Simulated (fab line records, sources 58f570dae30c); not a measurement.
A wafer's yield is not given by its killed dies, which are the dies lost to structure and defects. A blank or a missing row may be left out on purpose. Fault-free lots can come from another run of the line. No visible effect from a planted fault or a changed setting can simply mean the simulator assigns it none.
The tool behind it: which one?    flow berkeley_cmos170    14 lots, 42 wafers sampled, at 1 step of a route of 331

## WHAT THE GAUGES READ, wafer by wafer
The record holds no reading of a measuring or inspecting step that can be judged against a usual standard deviation.

## EACH LOT AND THE TOOL THAT RAN IT (in order: tool; ch and the chambers of the sampled wafers; start)
lot   UCB170_NSD_CLEAN_11
L801  wet_bench-02 ch 2, day 8 05:38
L805  wet_bench-04 ch 2, day 9 07:22
L806  wet_bench-02 ch 2, day 9 07:33
L808  wet_bench-04 ch 2, day 9 07:49
L809  wet_bench-02 ch 1, day 9 07:56
L811  wet_bench-02 ch 2, day 10 11:59
L814  wet_bench-02 ch 0, day 11 05:30
L816  wet_bench-03 ch 1, day 11 19:11
L817  wet_bench-03 ch 2, day 11 19:22
L819  wet_bench-03 ch 1, day 12 06:41
L818  wet_bench-02 ch 0, day 12 06:58
L821  wet_bench-03 ch 1, day 12 07:10
L820  wet_bench-02 ch 2, day 12 07:25
L822  wet_bench-03 ch 0, day 13 03:09
- UCB170_NSD_CLEAN_11: cleans in SPM, time 600 s.

## WHAT THE TOOLS THEMSELVES READ (means of the sampled wafers that have a number; where no wafer has one, the mark that the record gives instead)
UCB170_NSD_CLEAN_11.
lot   tool          bath_guard_temp_C (C)  bath_heat_duty_pct (%)  temp_c (C)
L801  wet_bench-02  118.8                  11.5                    120.01
L805  wet_bench-04  120.8                  14.3                    119.94
L806  wet_bench-02  118.9                  12.0                    120.05
L808  wet_bench-04  120.8                  14.8                    119.90
L809  wet_bench-02  119.6                  12.9                    119.89
L811  wet_bench-02  118.8                  11.8                    120.03
L814  wet_bench-02  119.8                  15.4                    120.08
L816  wet_bench-03  -                      -                       -
L817  wet_bench-03  -                      -                       -
L819  wet_bench-03  119.8                  14.9                    119.85
L818  wet_bench-02  119.7                  16.5                    120.09
L821  wet_bench-03  119.8                  14.3                    119.99
L820  wet_bench-02  118.7                  11.4                    120.14
L822  wet_bench-03  120.2                  13.1                    120.20

## THE ANSWER, worked out from the rows above alone
Rule: usual is defined by the lots themselves. The widest of any qualifying gaps counts: lots, ordered by their means at a reading, are off when they make up no more than a third of the lots, leave a main group of 4 or more, and stand apart from it by 3 or more times the standard deviation of that group's means. If all means in a main group match to the digits the tables above print for the reading, that group is not used. Also off: a lot with no number at a reading for which 4 or more lots have one. Any other lot the step has rows for is counted as sound. The gauges are gone through in route order, then the tools' own readings, and for those a lot's mean is taken as printed above. At the first step where some lot is off, the reading lying furthest off is the one used; lots without a number count as furthest.
Off, at UCB170_NSD_CLEAN_11 on bath_guard_temp_C: L816, L817. Without a number there: L816, L817. The main group: mean 119.6 C, standard deviation 0.7.
A tool fits if, at that step or a process step before it, it ran every lot that is off, and no sound lot after the first of them. Of those tried, none fits.

## WHAT WAS PUT IN BY THE SIMULATOR
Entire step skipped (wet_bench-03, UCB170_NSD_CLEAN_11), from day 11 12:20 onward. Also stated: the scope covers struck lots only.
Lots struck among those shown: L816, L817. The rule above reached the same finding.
